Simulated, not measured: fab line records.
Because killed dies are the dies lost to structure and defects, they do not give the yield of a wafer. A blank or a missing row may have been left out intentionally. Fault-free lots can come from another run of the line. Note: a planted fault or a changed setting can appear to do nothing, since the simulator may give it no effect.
Which tool is to blame? | flow berkeleyCmos170 | 15 lots with 45 wafers sampled at 2 steps, on a route of 331 steps

## WHAT THE GAUGES SHOWED, per wafer
UCB170_WELLDRIVE_THK_MEAS_02. Usual: WELLDRIVE_OXIDE_THK gives 200.5 nm (standard deviation 3).
lot  | measured    | on           | WELLDRIVE_OXIDE_THK (nm) | flag
L629 | day 3 15:33 | filmMetro-03 | 196.7 201.2 196.9        | 
L630 | day 4 02:09 | filmMetro-02 | 197.4 203.2 200.5        | 
L631 | day 4 05:41 | filmMetro-02 | 199.9 203.3 203.9        | 
L634 | day 4 10:24 | filmMetro-02 | 198.6 201.2 201.0        | 
L633 | day 4 10:26 | filmMetro-01 | 199.4 199.7 200.1        | 
L635 | day 5 05:41 | filmMetro-03 | 197.6 197.0 195.4        | 
L637 | day 5 05:45 | filmMetro-03 | 199.8 199.1 198.9        | 
L636 | day 5 05:49 | filmMetro-03 | 205.2 206.4 205.7        | 
L638 | day 5 12:19 | filmMetro-02 | 196.0 196.4 195.8        | 
L640 | day 6 05:49 | filmMetro-01 | 209.5 206.4 210.7        | 
L641 | day 6 05:52 | filmMetro-01 | 205.0 205.1 203.2        | 
L644 | day 7 01:57 | filmMetro-01 | 200.2 199.3 196.8        | 
L645 | day 7 09:43 | filmMetro-03 | 203.6 201.5 202.0        | 
L648 | day 8 02:09 | filmMetro-03 | 197.8 196.3 197.2        | 
L651 | day 8 14:05 | filmMetro-01 | 197.3 203.4 198.5        | 

UCB170_ACTIVE_THK_MEAS_03. Usual: ACTIVE_OXIDE_THK gives 26.4 nm (standard deviation 0.44).
lot  | measured    | on           | ACTIVE_OXIDE_THK (nm) | flag
L629 | day 4 01:07 | filmMetro-01 | 26.7 26.6 26.6        | 
L630 | day 4 11:03 | filmMetro-03 | 27.0 26.4 26.9        | 
L631 | day 4 15:01 | filmMetro-03 | 26.9 27.3 26.9        | 
L634 | day 4 19:11 | filmMetro-04 | 26.5 26.6 26.5        | 
L633 | day 4 19:13 | filmMetro-03 | 26.4 26.3 26.3        | 
L635 | day 5 13:43 | filmMetro-01 | 26.1 26.4 26.3        | 
L637 | day 5 13:50 | filmMetro-01 | 27.1 26.7 26.9        | 
L636 | day 5 13:47 | filmMetro-01 | 26.4 26.5 26.6        | 
L638 | day 6 08:13 | filmMetro-04 | 25.9 26.0 25.8        | 
L640 | day 6 15:13 | filmMetro-03 | 26.5 26.2 25.9        | 
L641 | day 6 15:13 | filmMetro-04 | 26.4 26.5 25.9        | 
L644 | day 7 09:17 | filmMetro-01 | 26.6 26.7 26.9        | 
L645 | day 7 17:44 | filmMetro-04 | 25.7 26.1 25.6        | 
L648 | day 8 07:14 | filmMetro-03 | 25.9 26.2 25.9        | 
L651 | day 8 19:51 | filmMetro-01 | 26.0 25.5 25.9        | 

## TOOL THAT RAN EACH LOT (tool first, then ch and the chambers of the sampled wafers, then the start)
There is no process step in the record ahead of these readings.

## WHAT THE TOOLS THEMSELVES READ (means of the sampled wafers that have a number; where no wafer has one, the mark that the record gives instead)
The record holds no such reading with a usual standard deviation.

## THE ANSWER, worked out from the rows above alone
Rule: a lot is off if the mean of its wafers that have a number lies more than 3 standard deviations from the usual mean. A lot without any number at a reading at which 4 lots or more have one is off too. Any other lot the step has rows for is counted as sound. First the gauges in route order, then the tools' own readings, where a lot's mean is used as printed above. The first step at which some lot is off is used, and at that step the reading that is off furthest; a lot without a number counts as furthest.
Nothing can be told from this: no lot is off at any reading shown.

## WHAT THE SIMULATOR HAD PUT IN
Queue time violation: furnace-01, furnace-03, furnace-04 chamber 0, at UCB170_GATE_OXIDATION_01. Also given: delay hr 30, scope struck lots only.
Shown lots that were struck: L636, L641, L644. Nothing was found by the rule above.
